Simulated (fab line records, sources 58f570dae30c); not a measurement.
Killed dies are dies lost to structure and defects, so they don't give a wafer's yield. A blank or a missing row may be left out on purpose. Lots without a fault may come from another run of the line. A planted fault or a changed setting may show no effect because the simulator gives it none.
fab line records | flow berkeley_cmos170
record lots=16 wafers=48 last_day=13
route steps=331 shown NWELL@19 SCREENOX@101
lots that met no fault: from a run of the same line without faults
start_h: hours from the record's first day to the start of the lot's first wafer shown | wait_h: hours since the lot's step before | " the same as in the row above | L1.1+2: a row that stands for several wafers | - no value, or no start given | * or withheld: withheld | < > ~ a bound
route shown NAME@n: a module of which the file shows steps, and the number in the route of the first | usual: mean/standard deviation of fault-free wafers | same: alike in all rows | chamber/n: place in a boat | sites: the reading at each site | _std_site: their standard deviation | _edge_site: outer sites' mean less inner sites' | radius_mm: how far each site lies from the wafer's centre | mask NAME#n: copy n | behind: the tool/chamber that last shaped the wafer | hold: why the lot was held/for how many hours/how that ended | device: the transistor (n, p or np) that didn't switch | end of line: the same wafers' tests at the end of the route | a step without rows: its recipe alone | killed: dies lost to structure and defects at the first sort, not the wafer's yield | map: a wafer's dies, x killed, . not, _ none there
set.NAME: the setting as run; set.NAME@STEP: as run at that earlier step | model.NAME: the simulator's own value behind a step, which no gauge read
steps of the route over a sample of lots; a table a step, a row a wafer
services: from which hour (start_h, from the record's first day; less than 0 if before it) a tool's chamber was out of use, for how many hours, and why
## steps
# step UCB170_NWELL_THK_MEAS_05
# recipe reads=Si3N4_of_NWELL_CVD_04
# usual NWELL_NITRIDE_THK=222.0/2
# columns lot.wafer tool chamber start_h wait_h NWELL_NITRIDE_THK[nm]
L810.1 film_metro-03 - 28.77 0.0 220.4
L810.4 " - " " 221.3
L810.5 " - " " 221.8
L811.1 film_metro-02 - 42.52 0.0 220.8
L811.2 " - " " 219.4
L811.5 " - " " 220.3
L819.1 film_metro-01 - 95.86 0.0 222.4
L819.2 " - " " 222.7
L819.5 " - " " 223.8
L821.1 film_metro-02 - 95.86 0.0 222.1
L821.3 " - " " 221.0
L821.4 " - " " 221.8
L820.3 film_metro-03 - 95.88 0.0 218.8
L820.4 " - " " 222.3
L820.6 " - " " 219.0
L818.2 film_metro-03 - 95.93 0.1 222.2
L818.4 " - " " 222.4
L818.5 " - " " 222.4
L823.1 film_metro-02 - 110.59 0.0 221.6
L823.4 " - " " 222.2
L823.6 " - " " 223.7
L822.2 film_metro-01 - 110.60 0.0 221.3
L822.4 " - " " 224.1
L822.6 " - " " 223.1
L825.2 film_metro-03 - 118.16 0.0 222.0
L825.4 " - " " 223.7
L825.5 " - " " 222.9
L824.3 film_metro-02 - 118.17 0.0 220.2
L824.4 " - " " 222.3
L824.5 " - " " 218.6
L826.2 film_metro-03 - 126.56 0.0 218.3
L826.3 " - " " 219.0
L826.4 " - " " 218.3
L828.2 film_metro-01 - 126.56 0.0 221.9
L828.3 " - " " 221.8
L828.6 " - " " 223.1
L830.2 film_metro-01 - 132.13 0.0 221.2
L830.3 " - " " 222.6
L830.4 " - " " 220.6
L831.1 film_metro-03 - 145.85 0.0 226.2
L831.2 " - " " 225.2
L831.5 " - " " 225.4
L832.1 film_metro-01 - 145.85 0.0 220.5
L832.2 " - " " 220.8
L832.3 " - " " 220.4
L833.1 film_metro-03 - 154.54 0.0 219.7
L833.2 " - " " 221.0
L833.3 " - " " 219.8
# step UCB170_SCREENOX_OXIDATION_01
# recipe temp_c=900 ambient=O2 target_thk_a=144 ox_time_s=2400
# usual spike_tc_load_C=924.7/2 zone_power_source_pct=25.0/1.4
# columns lot.wafer tool chamber start_h wait_h spike_tc_load_C zone_power_source_pct
L810.1 furnace-04 0 146.51 5.8 925.5 23.7
L810.4 " 0 " " 924.2 23.8
L810.5 " 0 " " 925.9 23.5
L811.1 furnace-04 0 154.85 2.6 926.3 23.7
L811.2 " 0 " " 927.1 23.8
L811.5 " 0 " " 927.7 24.0
L818.2 furnace-04 0 196.38 9.1 925.8 23.8
L818.4 " 0 " " 928.6 23.9
L818.5 " 0 " " 926.4 23.6
L819.1 furnace-04 0 196.38 9.1 925.6 23.4
L819.2 " 0 " " 926.8 23.9
L819.5 " 0 " " 926.3 23.0
L820.3 furnace-04 0 196.38 9.1 927.5 23.7
L820.4 " 0 " " 925.0 23.7
L820.6 " 0 " " 926.2 24.3
L821.1 furnace-04 0 196.38 9.1 927.4 23.7
L821.3 " 0 " " 927.7 24.1
L821.4 " 0 " " 926.2 23.5
L822.2 furnace-01 0 207.26 7.4 922.6 25.6
L822.4 " 0 " " 921.2 25.4
L822.6 " 0 " " 922.6 26.0
L823.1 furnace-01 0 207.26 7.4 923.3 25.6
L823.4 " 0 " " 922.6 25.6
L823.6 " 0 " " 922.9 25.7
L824.3 furnace-01 0 207.26 7.4 922.2 25.3
L824.4 " 0 " " 924.4 25.3
L824.5 " 0 " " 922.6 25.0
L825.2 furnace-01 0 207.26 7.4 923.2 25.6
L825.4 " 0 " " 923.9 25.4
L825.5 " 0 " " 924.7 25.5
L826.2 furnace-02 0 220.36 3.7 922.3 27.0
L826.3 " 0 " " 924.1 27.1
L826.4 " 0 " " 924.8 26.9
L828.2 furnace-02 0 220.36 3.7 923.6 27.1
L828.3 " 0 " " 923.2 26.7
L828.6 " 0 " " 924.1 26.8
L830.2 furnace-02 0 229.19 5.2 922.5 26.8
L830.3 " 0 " " 922.3 27.7
L830.4 " 0 " " 924.2 27.4
L831.1 furnace-02 0 236.94 4.4 922.4 26.9
L831.2 " 0 " " 921.9 26.9
L831.5 " 0 " " 923.4 27.0
L832.1 furnace-01 0 249.42 5.2 923.7 25.5
L832.2 " 0 " " 921.6 25.4
L832.3 " 0 " " 921.3 25.7
L833.1 furnace-01 0 249.42 5.2 923.0 25.9
L833.2 " 0 " " 920.5 25.7
L833.3 " 0 " " 922.8 24.9
# step UCB170_SCREENOX_THK_MEAS_02
# recipe reads=SiO2_of_SCREENOX_OXIDATION_01
# usual SCREENOX_OXIDE_THK=14.42/0.27
# columns lot.wafer tool chamber start_h wait_h SCREENOX_OXIDE_THK[nm]
L810.1 film_metro-01 - 148.24 0.1 14.31
L810.4 " - " " 14.17
L810.5 " - " " 14.03
L811.1 film_metro-03 - 156.58 0.1 14.47
L811.2 " - " " 14.49
L811.5 " - " " 14.49
L819.1 film_metro-04 - 198.05 0.0 6.13
L819.2 " - " " 6.37
L819.5 " - " " 6.20
L818.2 film_metro-01 - 198.06 0.0 6.06
L818.4 " - " " 6.46
L818.5 " - " " 6.24
L821.1 film_metro-01 - 198.11 0.1 6.36
L821.3 " - " " 6.34
L821.4 " - " " 6.45
L820.3 film_metro-04 - 198.13 0.1 6.31
L820.4 " - " " 6.13
L820.6 " - " " 6.24
L823.1 film_metro-01 - 208.92 0.0 14.46
L823.4 " - " " 14.55
L823.6 " - " " 14.50
L825.2 film_metro-03 - 208.93 0.0 14.30
L825.4 " - " " 14.56
L825.5 " - " " 14.29
L824.3 film_metro-04 - 208.94 0.0 15.00
L824.4 " - " " 14.81
L824.5 " - " " 15.15
L822.2 film_metro-03 - 208.99 0.1 14.24
L822.4 " - " " 14.33
L822.6 " - " " 14.24
L826.2 film_metro-04 - 222.04 0.0 14.38
L826.3 " - " " 14.49
L826.4 " - " " 14.51
L828.2 film_metro-01 - 222.04 0.0 14.32
L828.3 " - " " 14.27
L828.6 " - " " 14.30
L830.2 film_metro-04 - 230.93 0.1 14.43
L830.3 " - " " 14.36
L830.4 " - " " 14.38
L831.1 film_metro-04 - 238.61 0.0 14.47
L831.2 " - " " 14.57
L831.5 " - " " 14.60
L832.1 film_metro-04 - 251.09 0.0 14.21
L832.2 " - " " 14.14
L832.3 " - " " 14.38
L833.1 film_metro-01 - 251.09 0.0 14.94
L833.2 " - " " 14.84
L833.3 " - " " 14.70
## services
# columns tool chamber start_h hours kind
furnace-04 - 136.65 4.5 pm
## key
first_sign step=UCB170_SCREENOX_THK_MEAS_02 reading=SCREENOX_OXIDE_THK direction=down sigmas=30 usual=14.42 struck=6.27
effect none on later readings
met_at UCB170_SCREENOX_OXIDATION_01
struck_lots L818,L819,L820,L821
tester_left_out L818,L819,L820,L821
not_acting_at UCB170_NWELL_THK_MEAS_05
onset_between 154.85 196.38
fault kind=process_parameter_drift tool=furnace-04 chamber=- onset_h=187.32 steps=UCB170_SCREENOX_OXIDATION_01 channel=ox_time_s offset=* shape=step end_h=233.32 acts_in=* stated=*
# tester_left_out: of these lots the tester's yield and bins aren't shown, on N5 and GAA mostly nor the transistor test; their killed dies are dies lost to structure and defects alone, not to doping, threshold or leakage, so they don't give the yield
